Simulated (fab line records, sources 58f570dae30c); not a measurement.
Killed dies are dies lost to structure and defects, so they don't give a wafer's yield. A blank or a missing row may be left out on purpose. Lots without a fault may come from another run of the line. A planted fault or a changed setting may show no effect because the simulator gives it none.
One fault seen from 2 desks | flow berkeley_cmos170 | each desk has only its own numbers; what lay behind them comes last

THE METROLOGY DESK
What the gauges read, lot by lot, whatever tool the lot ran on: means of the sampled wafers that have a number. A lot is out of limits, marked OUT, if its mean lies more than 4 standard deviations from the usual mean; the brackets give that distance.
Columns: A = PWELL_NITRIDE_THK at UCB170_PWELL_THK_MEAS_06, usual 219.2 nm; B = PWELL_OVL at UCB170_PWELL_OVL_MEAS_13, usual -1 nm; C = PFIELD_TW at UCB170_PFIELD_TW_MEAS_09, usual 604.0; D = SACOX_OXIDE_THK at UCB170_SACOX_THK_MEAS_02, usual 14.49 nm
lot  | first seen here | A     | B  | C               | D
L622 | day 2 19:47     | 219.1 | 0  | 602.3           | 14.23
L623 | day 3 03:55     | 219.2 | 1  | 603.2           | 14.60
L624 | day 3 16:28     | 215.6 | 2  | 602.8           | 14.57
L626 | day 4 02:58     | 217.4 | 6  | 607.7           | 14.36
L627 | day 4 02:59     | 218.8 | -0 | 602.7           | 14.18
L632 | day 4 23:38     | 218.5 | 2  | 632.3 (+10) OUT | 14.49
L633 | day 5 08:29     | 223.4 | 6  | 632.6 (+11) OUT | 14.03
L636 | day 6 00:31     | 218.0 | -9 | 606.6           | 14.33
L637 | day 6 00:31     | 219.1 | -4 | 603.7           | 14.34
L638 | day 6 10:17     | 218.9 | 1  | 605.2           | 14.54
L639 | day 6 16:49     | 222.6 | -3 | 604.7           | 14.53
L641 | day 6 20:31     | 217.9 | -2 | 602.5           | 14.57
L643 | day 7 15:13     | 220.2 | -4 | 604.7           | 14.70
L645 | day 7 18:50     | 217.2 | 2  | 608.4           | 14.47
This desk's finding: out of limits on L632, L633; first on L632, day 6 08:49 (PFIELD_TW at UCB170_PFIELD_TW_MEAS_09). In limits: L622, L623, L624, L626, L627, L636, L637, L638, L639, L641, L643, L645.

THE TOOL OWNER'S DESK: implanter-01
The tool's own readings at UCB170_PFIELD_IMPLANT_07: means of the sampled wafers that have a number, for each lot that ran on this tool. A lot is out of limits, marked OUT, if its mean lies more than 4 standard deviations from the usual mean; the brackets give that distance.
Columns: A = dose_ions_cm2 at UCB170_PFIELD_IMPLANT_07, usual 2.0001e+13; B = faraday_current_uA at UCB170_PFIELD_IMPLANT_07, usual 63.3
lot  | first seen here | A                            | B
L626 | day 5 16:07     | 2.0008e+13                   | 64.6
L632 | day 6 08:34     | 2.3209e+13 (+99 or more) OUT | 72.6 (+7.2) OUT
L633 | day 6 18:13     | 2.3177e+13 (+99 or more) OUT | 74.1 (+8.3) OUT
This desk's finding: out of limits on L632, L633; first on L632, day 6 08:34 (dose_ions_cm2 at UCB170_PFIELD_IMPLANT_07). In limits: L626.

PUT TOGETHER
The tool owner's desk could have raised an alarm at day 6 08:34, on L632, L633.
The metrology desk could have raised an alarm at day 6 08:49, on L632, L633.
Of the lots named, all ran UCB170_PFIELD_IMPLANT_07 on implanter-01.

WHAT THE SIMULATOR HAD PUT IN
Process parameter drift: implanter-01, from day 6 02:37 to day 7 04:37, at UCB170_PFIELD_IMPLANT_07. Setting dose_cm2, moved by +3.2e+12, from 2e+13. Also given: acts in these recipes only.
Lots struck among those shown: L632, L633.
Hours from the fault's start to each desk's first reading out of limits: the tool owner's desk, 6; the metrology desk, 6.
